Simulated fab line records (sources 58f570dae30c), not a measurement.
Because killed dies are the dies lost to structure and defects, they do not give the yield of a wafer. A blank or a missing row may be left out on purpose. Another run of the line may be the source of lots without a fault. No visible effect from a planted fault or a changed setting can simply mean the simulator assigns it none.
A lot that was struck, set against a sound lot + flow berkeleyCmos170 + 14 steps out of a route of 331
Sound: these wafers, L613.1, L613.2, L613.6. Wafers struck: L612.2, L612.3, L612.6. Last of all comes the cause.
Each step with rows lists, per side, the tool, then ch with its chambers, then its first start. Under that, the readings that differ: sound wafers + struck wafers + difference of the means + sigmas: that difference in standard deviations of wafers without a fault.
alike: readings whose means differ by less than 2 such deviations, and words and numbers that are the same on both sides. not compared: withheld readings, readings that some wafer has no value for, bounds like >300 that may hide the same value, and numbers for which the record gives no deviation and whose values overlap.
The two part at a step that has a row with sigmas, a row that says differs or no value, or rows on one side only. Numbers that have no deviation but don't overlap get no sigmas and don't part them. A reading missing from all wafers of one side parts the sides only when that side holds two or more wafers.

first, 3 steps without rows for these wafers: UCB170_PSD_EXPOSE_03 (exposes mask PSELECT MOD, target cd 1200 nm); UCB170_PSD_PEB_04; UCB170_PSD_DEVELOP_05 (develop time 45 s).
UCB170_PSD_CD_MEAS_06: target cd 1200 nm.
  sound on cdSem-02, day 8 03:40; struck on cdSem-02, day 8 04:11
  alike: cdNm
UCB170_PSD_OVL_MEAS_07:
  sound on overlay-01, day 8 03:47; struck on overlay-01, day 8 04:18
  alike: PSD_OVL
next, for these wafers, 1 step has no rows: UCB170_PSD_IMPLANT_08.
UCB170_PSD_STRIP_09: strips in O2.
  sound on plasmaAsher-03 ch 0,1, day 8 03:59; struck on plasmaAsher-03 ch 0,1, day 8 04:29
  alike: drypumpMotorCurrentA, oesProductAu, stripTimeToEndpointS
  not compared: rfHoursCounterH
UCB170_PSD_TW_MEAS_10:
  sound on filmMetro-01, day 8 04:05; struck on filmMetro-04, day 8 04:35
| reading | sound          | struck         | difference | sigmas |
|---------|----------------|----------------|------------|--------|
| PSD_TW  | 2313 2302 2305 | 2350 2352 2350 | +44        | +2     |
then, 4 steps without rows for these wafers: UCB170_PSD_CLEAN_11 (cleans in SPM, time 600 s); UCB170_NSD_HMDS_00 (prime time 60 s); UCB170_NSD_COAT_01 (resist thk 900 nm); UCB170_NSD_SOFTBAKE_02 (time 60 s).
UCB170_NSD_EXPOSE_03: exposes mask NSELECT MOD, target cd 1200 nm.
  struck on krfScanner-02, day 8 05:18; sound on krfScanner-02 ch 0, day 8 04:53
  no value came back on the struck wafers for exposureDoseMJCm2, focusOffsetNm (nm); on the sound wafers exposureDoseMJCm2 reads 29.94 30.05 29.96
  alike: mask
next, for these wafers, 1 step has no rows: UCB170_NSD_PEB_04.

## WHERE THEY PART
At UCB170_PSD_TW_MEAS_10 first; at UCB170_NSD_EXPOSE_03 last (within this record only).

WHY: what had been put in by the simulator
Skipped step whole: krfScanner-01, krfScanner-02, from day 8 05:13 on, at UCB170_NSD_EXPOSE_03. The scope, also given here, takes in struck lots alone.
